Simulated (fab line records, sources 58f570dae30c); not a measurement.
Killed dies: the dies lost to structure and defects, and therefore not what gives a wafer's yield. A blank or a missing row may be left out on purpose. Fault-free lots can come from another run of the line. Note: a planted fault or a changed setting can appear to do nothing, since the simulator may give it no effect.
Check of tool commonality -- flow berkeley-cmos170 -- Lots sampled 14, wafers sampled 42

REASON IT WAS OPENED
Of 14 lots, 2 have the reading SPACER_TEOS_THK flagged at UCB170_SPACER_THK_MEAS_01. Fault-free wafers read 376 nm, with a standard deviation of 4.8.
Rule: flag the lot when none of its wafers has a number, or when each of its wafers that has one lies beyond 4 standard deviations from that mean. All remaining lots are regarded as sound.

lot,measured,on,"SPACER_TEOS_THK (nm), wafer by wafer",flag
L906,day 8 02:59,film-metro-01,370 371 378,
L905,day 8 03:21,film-metro-02,374 377 383,
L910,day 8 08:34,film-metro-02,370 371 369,
L907,day 8 09:48,film-metro-02,374 371 379,
L904,day 8 09:56,film-metro-04,369 372 377,
L909,day 8 10:13,film-metro-04,372 376 376,
L911,day 8 20:32,film-metro-04,375 377 382,
L916,day 9 15:31,film-metro-02,379 378 381,
L918,day 10 13:32,film-metro-04,328 331 335,FLAGGED
L919,day 11 02:14,film-metro-01,327 330 335,FLAGGED
L921,day 11 02:28,film-metro-02,373 380 386,
L920,day 11 03:06,film-metro-01,371 376 380,
L922,day 11 03:22,film-metro-01,369 365 376,
L927,day 12 02:26,film-metro-04,370 371 373,
On average the flagged lots' numbers are 331 nm, which is -45 nm against the usual, or -9 standard deviations.

WHICH TOOL RAN EACH LOT
The record keeps 1 process step preceding the reading, out of 331 steps on the route. Cell contents, in order: the tool; ch with the chambers the sampled wafers went through; the start.
lot,flag,UCB170_SPACER_CVD_00
L906,,"pecvd-02 ch 0,1,2, day 8 02:56"
L905,,"pecvd-04 ch 0,1,2, day 8 03:17"
L910,,"pecvd-01 ch 0,1,2, day 8 08:32"
L907,,"pecvd-02 ch 0,2, day 8 09:45"
L904,,"pecvd-04 ch 0,1, day 8 09:52"
L909,,"pecvd-01 ch 0,1,2, day 8 10:10"
L911,,"pecvd-04 ch 1,2, day 8 20:29"
L916,,"pecvd-02 ch 0,2, day 9 15:28"
L918,FLAGGED,"pecvd-04 ch 1,2, day 10 13:29"
L919,FLAGGED,"pecvd-04 ch 1,2, day 11 02:11"
L921,,"pecvd-02 ch 0,1, day 11 02:25"
L920,,"pecvd-01 ch 1,2, day 11 03:00"
L922,,"pecvd-01 ch 0,2, day 11 03:20"
L927,,"pecvd-02 ch 0,1, day 12 02:23"
What these steps do:
- UCB170_SPACER_CVD_00: deposits SiO2 from TEOS/O2, target thk 376 nm, time 47 s.
- UCB170_SPACER_THK_MEAS_01

FLAGGED AGAINST TOTAL, ONE TOOL AT A TIME (gauges that did the reading follow at the end)
step,tool,lots run,flagged,share of the flagged lots,sound lots run after its first flagged lot
UCB170_SPACER_CVD_00,pecvd-01,4,0,none,-
UCB170_SPACER_CVD_00,pecvd-02,5,0,none,-
UCB170_SPACER_CVD_00,pecvd-04,5,2,all,0
UCB170_SPACER_THK_MEAS_01,film-metro-01,4,1,some,"2 (L920,L922)"
UCB170_SPACER_THK_MEAS_01,film-metro-02,5,0,none,-
UCB170_SPACER_THK_MEAS_01,film-metro-04,5,1,some,1 (L927)

WHAT THE TABLE ALLOWS
1 row of the table ran every flagged lot: pecvd-04 at UCB170_SPACER_CVD_00.
- pecvd-04 at UCB170_SPACER_CVD_00 ran 5 lots, 2 of them flagged. Its last sound lot is L911 (day 8 20:29), its first flagged lot L918 (day 10 13:29): a fault that began between those two fits.
One tool is left: pecvd-04 at UCB170_SPACER_CVD_00.

WHAT HAD BEEN PUT IN BY THE SIMULATOR
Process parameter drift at UCB170_SPACER_CVD_00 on pecvd-04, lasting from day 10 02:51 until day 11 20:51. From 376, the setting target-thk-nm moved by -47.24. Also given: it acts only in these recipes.
Lots struck among those shown: L918, L919. This agrees with what the rule above found.
